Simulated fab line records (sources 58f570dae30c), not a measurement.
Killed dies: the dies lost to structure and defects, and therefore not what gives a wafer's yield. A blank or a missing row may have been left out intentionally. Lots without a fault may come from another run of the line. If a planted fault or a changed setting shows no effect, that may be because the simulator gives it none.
Which tool is to blame?    flow berkeley-cmos170    32 wafers from 11 lots sampled at 4 of the route's 331 steps

== WHAT THE GAUGES READ, wafer by wafer ==
UCB170_V2_CD_MEAS_12: target cd 700 nm.
lot   measured      on         cd-nm (nm)
L860  day 8 14:08   cd-sem-01  697.7 699.5 699.0
L862  day 9 00:52   cd-sem-01  697.5 698.2 697.9
L861  day 9 01:35   cd-sem-01  699.4 696.7 698.3
L864  day 9 01:43   cd-sem-01  700.1 699.0 699.3
L863  day 9 01:53   cd-sem-02  698.0 699.3 698.9
L866  day 9 13:13   cd-sem-01  700.2 700.9 700.3
L865  day 9 16:04   cd-sem-01  702.3 702.2 702.8
L867  day 9 22:22   cd-sem-02  698.0 697.1 696.3
L868  day 10 01:43  cd-sem-01  701.2 701.0 699.4
L870  day 10 17:26  cd-sem-01  705.8 706.9
L880  day 12 10:16  cd-sem-01  699.7 699.9 698.8

== WHICH TOOL RAN EACH LOT (tool, then ch and the chambers of the sampled wafers, then the start) ==
lot   UCB170_V1_CVD_00                 UCB170_M2_METAL_ETCH_18            UCB170_V2_EXPOSE_09
L860  pecvd-02 ch 1,2, day 8 02:16     rie-metal-04 ch 0,1, day 8 11:19   krf-scanner-01 ch 0, day 8 13:35
L862  pecvd-02 ch 1,2, day 8 14:13     rie-metal-01 ch 0,1, day 8 22:44   krf-scanner-01 ch 0, day 9 00:28
L861  pecvd-04 ch 0,1, day 8 15:28     rie-metal-02 ch 1, day 8 23:01     krf-scanner-02 ch 0, day 9 01:04
L864  pecvd-01 ch 0,1, day 8 16:48     rie-metal-04 ch 0,1, day 8 23:19   krf-scanner-01 ch 0, day 9 01:19
L863  pecvd-02 ch 1,2, day 8 18:08     rie-metal-01 ch 0,1, day 8 23:37   krf-scanner-01 ch 0, day 9 01:27
L866  pecvd-04 ch 0,1,2, day 9 06:34   rie-metal-02 ch 0,1, day 9 11:05   krf-scanner-01 ch 0, day 9 12:50
L865  pecvd-02 ch 0,2, day 9 07:54     rie-metal-01 ch 0,1, day 9 12:40   krf-scanner-01 ch 0, day 9 14:37
L867  pecvd-02 ch 1,2, day 9 11:49     rie-metal-04 ch 0,1, day 9 18:28   krf-scanner-02 ch 0, day 9 21:19
L868  pecvd-04 ch 0,1,2, day 9 13:09   rie-metal-01 ch 1, day 9 22:44     krf-scanner-02 ch 0, day 10 00:53
L870  pecvd-04 ch 0,2, day 10 09:55    rie-metal-04 ch 0,1, day 10 14:53  krf-scanner-01 ch 0, day 10 17:01
L880  pecvd-01 ch 0,1,2, day 12 01:05  rie-metal-02 ch 0,1, day 12 07:55  krf-scanner-02 ch 0, day 12 09:50
- UCB170_V1_CVD_00: deposits SiO2 from TEOS/O2, target thk 2000 nm, time 250 s.
- UCB170_M2_METAL_ETCH_18: etches Al in Cl2/BCl3, stops on SiO2, target depth 1170 nm, time 195 s.
- UCB170_V2_EXPOSE_09: exposes mask VIA2, target cd 700 nm.

== AS READ BY THE TOOLS THEMSELVES (means over the sampled wafers that have a number; for cases with no such wafer, the mark the record gives instead) ==
UCB170_V1_CVD_00.
lot   tool      heater-power-w (W)  pressure-mtorr (mTorr)
L860  pecvd-02  299                 8993
L862  pecvd-02  287                 9009
L861  pecvd-04  246                 8992
L864  pecvd-01  284                 8988
L863  pecvd-02  295                 9002
L866  pecvd-04  235                 8996
L865  pecvd-02  278                 8997
L867  pecvd-02  317                 8996
L868  pecvd-04  283                 9009
L870  pecvd-04  226                 9014
L880  pecvd-01  252                 8996

UCB170_M2_METAL_ETCH_18.
lot   tool          drypump-motor-current-A (A)  oes-product-au (a.u.)  throttle-valve-pct (%)
L860  rie-metal-04  5.54                         0.860                  24.50
L862  rie-metal-01  5.61                         0.847                  24.27
L861  rie-metal-02  5.79                         0.852                  24.53
L864  rie-metal-04  5.65                         0.864                  24.59
L863  rie-metal-01  5.62                         0.837                  24.26
L866  rie-metal-02  5.69                         0.858                  24.41
L865  rie-metal-01  5.38                         0.847                  24.10
L867  rie-metal-04  5.66                         0.859                  24.58
L868  rie-metal-01  5.81                         0.844                  24.42
L870  rie-metal-04  5.62                         0.866                  24.55
L880  rie-metal-02  5.68                         0.852                  24.41

UCB170_V2_EXPOSE_09.
lot   tool            exposure-dose-mJ-cm2  reticle-temp-C (C)
L860  krf-scanner-01  37.05                 23.04
L862  krf-scanner-01  36.98                 22.96
L861  krf-scanner-02  36.97                 22.97
L864  krf-scanner-01  36.98                 22.91
L863  krf-scanner-01  36.98                 23.05
L866  krf-scanner-01  36.97                 23.04
L865  krf-scanner-01  36.98                 22.94
L867  krf-scanner-02  37.00                 23.01
L868  krf-scanner-02  37.00                 22.95
L870  krf-scanner-01  36.84                 23.06
L880  krf-scanner-02  36.99                 22.83

== THE ANSWER, worked out from the rows above alone ==
Rule: what is usual is taken from the lots themselves. The widest of any qualifying gaps counts: lots, ordered by their means at a reading, are off when they make up no more than a third of the lots, leave a main group of 4 or more, and stand apart from it by 3 or more times the standard deviation of that group's means. If all means in a main group match to the digits the tables above print for the reading, that group is not used. A lot without any number at a reading at which 4 lots or more have one is off too. The other lots that the step has rows for count as sound. After the gauges, taken in route order, come the tools' own readings; for these a lot's mean is taken, as printed above. The first step at which some lot is off is used, and at that step the reading that is off furthest; a lot without a number counts as furthest.
Off, at UCB170_V2_EXPOSE_09 on exposure-dose-mJ-cm2: L870. Main group: mean 36.99, sd 0.022.
If a tool, at that step or one of the process steps before it, ran each lot that is off and ran no sound lot following the first of them, it fits. Can't be told from this: 3 tools fit, pecvd-04 at UCB170_V1_CVD_00, rie-metal-04 at UCB170_M2_METAL_ETCH_18, krf-scanner-01 at UCB170_V2_EXPOSE_09.

== WHAT THE SIMULATOR HAD INSERTED ==
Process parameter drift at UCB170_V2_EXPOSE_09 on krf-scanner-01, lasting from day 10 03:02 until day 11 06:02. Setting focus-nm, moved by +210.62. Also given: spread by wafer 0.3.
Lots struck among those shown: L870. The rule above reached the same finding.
